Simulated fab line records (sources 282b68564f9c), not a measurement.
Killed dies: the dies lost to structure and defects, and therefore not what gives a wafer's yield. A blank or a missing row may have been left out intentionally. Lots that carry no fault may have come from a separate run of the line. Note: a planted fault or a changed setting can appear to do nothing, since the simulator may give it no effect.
Which tool was responsible? ; flow rit_cmos ; 14 lots with 42 wafers sampled at 3 steps, on a route of 202 steps

== WHAT THE GAUGES SHOWED, per wafer ==
RIT_NLDD_TW_MEAS_10.
lot;measured;on;NLDD_TW
L135;day 2 17:28;film_metro-02;2528 2508 2521
L136;day 2 23:46;film_metro-02;2528 2518 2506
L137;day 3 08:19;film_metro-02;2519 2514 2517
L138;day 3 10:23;film_metro-02;2528 2516 2522
L139;day 3 14:34;film_metro-03;2491 2509 2523
L140;day 3 19:54;film_metro-03;2508 2512 2506
L141;day 4 00:48;film_metro-03;2511 2506 2491
L144;day 4 15:18;film_metro-03;2392 2388 2388
L145;day 4 20:35;film_metro-03;2388 2386 2394
L147;day 5 09:22;film_metro-03;2525 2537 2529
L153;day 6 17:05;film_metro-04;2534 2540 2526
L154;day 6 18:53;film_metro-04;2545 2534 2534
L157;day 7 07:56;film_metro-04;2532 2517 2529
L158;day 7 14:04;film_metro-03;2531 2528 2519

RIT_SDANNEAL_RS_MEAS_07: measurement is done with a four-point probe.
lot;measured;on;NLDD_RS (ohm/sq)
L135;day 3 02:04;film_metro-04;152.1 151.3 151.9
L136;day 3 08:14;film_metro-03;151.1 151.1 151.7
L137;day 3 16:09;film_metro-03;152.6 152.6 151.7
L138;day 3 18:26;film_metro-04;152.1 152.4 152.5
L139;day 3 22:40;film_metro-04;152.1 151.9 152.6
L140;day 4 03:38;film_metro-04;152.3 151.9 151.7
L141;day 4 09:56;film_metro-03;152.2 151.5 152.3
L144;day 5 00:01;film_metro-04;174.8 174.5 174.4
L145;day 5 04:44;film_metro-04;173.8 173.6 174.3
L147;day 5 18:21;film_metro-04;152.4 152.2 152.5
L153;day 7 01:05;film_metro-03;152.2 152.8 153.0
L154;day 7 03:40;film_metro-03;151.4 151.3 151.2
L157;day 7 16:46;film_metro-02;152.4 152.4 153.1
L158;day 7 22:55;film_metro-04;152.5 152.1 152.2

== TOOL THAT RAN EACH LOT (tool first, then ch and the chambers of the sampled wafers, then the start) ==
lot;RIT_NLDD_IMPLANT_08
L135;implanter-03 ch 0, day 2 17:09
L136;implanter-03 ch 0, day 2 23:28
L137;implanter-01 ch 0, day 3 08:00
L138;implanter-04 ch 0, day 3 10:03
L139;implanter-03 ch 0, day 3 14:16
L140;implanter-03 ch 0, day 3 19:35
L141;implanter-03 ch 0, day 4 00:31
L144;implanter-03 ch 0, day 4 14:59
L145;implanter-03 ch 0, day 4 20:16
L147;implanter-01 ch 0, day 5 09:02
L153;implanter-01 ch 0, day 6 16:46
L154;implanter-04 ch 0, day 6 18:34
L157;implanter-04 ch 0, day 7 07:37
L158;implanter-04 ch 0, day 7 13:44
- RIT_NLDD_IMPLANT_08

== WHAT THE TOOLS THEMSELVES READ (means of the sampled wafers that have a number; where no wafer has one, the mark that the record gives instead) ==
RIT_NLDD_IMPLANT_08.
lot;tool;dose_ions_cm2;faraday_current_uA
L135;implanter-03;5e+14;1565
L136;implanter-03;5e+14;1592
L137;implanter-01;5e+14;1568
L138;implanter-04;5e+14;1567
L139;implanter-03;5e+14;1541
L140;implanter-03;5e+14;1573
L141;implanter-03;5e+14;1597
L144;implanter-03;4e+14;1320
L145;implanter-03;4e+14;1319
L147;implanter-01;5e+14;1549
L153;implanter-01;5e+14;1593
L154;implanter-04;5e+14;1575
L157;implanter-04;5e+14;1554
L158;implanter-04;5e+14;1606

== THE ANSWER, worked out from the rows above alone ==
Rule: what is usual is taken from the lots themselves. Put in order of their means at a reading, lots are off if they are a third of the lots or fewer, leave a main group of 4 or more, and stand apart from it by a gap of 3 or more times the standard deviation of the main group's means; of several such gaps the widest counts. A main group whose means are all the same, to the digits that the tables above print for the reading, isn't used. Also off: a lot with no number at a reading for which 4 or more lots have one. Any other lot the step has rows for is counted as sound. First the gauges in route order, then the tools' own readings, where a lot's mean is used as printed above. At the first step where some lot is off, the reading lying furthest off is the one used; lots without a number count as furthest.
Off: at RIT_NLDD_TW_MEAS_10 (NLDD_TW), L144, L145. The main group has a mean of 2521 with a standard deviation of 10.
A tool fits if, at a process step before that reading, it ran every lot that is off, and no sound lot after the first of them. The gauges at RIT_NLDD_TW_MEAS_10 aren't tried: what is off there is off at RIT_SDANNEAL_RS_MEAS_07 too, on other tools, and a gauge's error can't cause that. One fits: implanter-03 at RIT_NLDD_IMPLANT_08. A fault onset in the window from L141 (day 4 00:31, its last sound lot) to L144 (day 4 14:59, its first lot off) fits.
The tool's own readings at RIT_NLDD_IMPLANT_08 bear it out: on the lots that are off they differ by more than 5 times the standard deviation of the sound lots' means. dose_ions_cm2 reads 4e+14 there against 5e+14 on the sound lots; faraday_current_uA reads 1320 there against 1573 on the sound lots.

== WHAT HAD BEEN PUT IN BY THE SIMULATOR ==
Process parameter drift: implanter-03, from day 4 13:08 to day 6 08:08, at RIT_NLDD_IMPLANT_08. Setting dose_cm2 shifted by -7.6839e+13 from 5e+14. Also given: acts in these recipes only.
Struck lots among those shown: L144, L145. This agrees with what the rule above found.
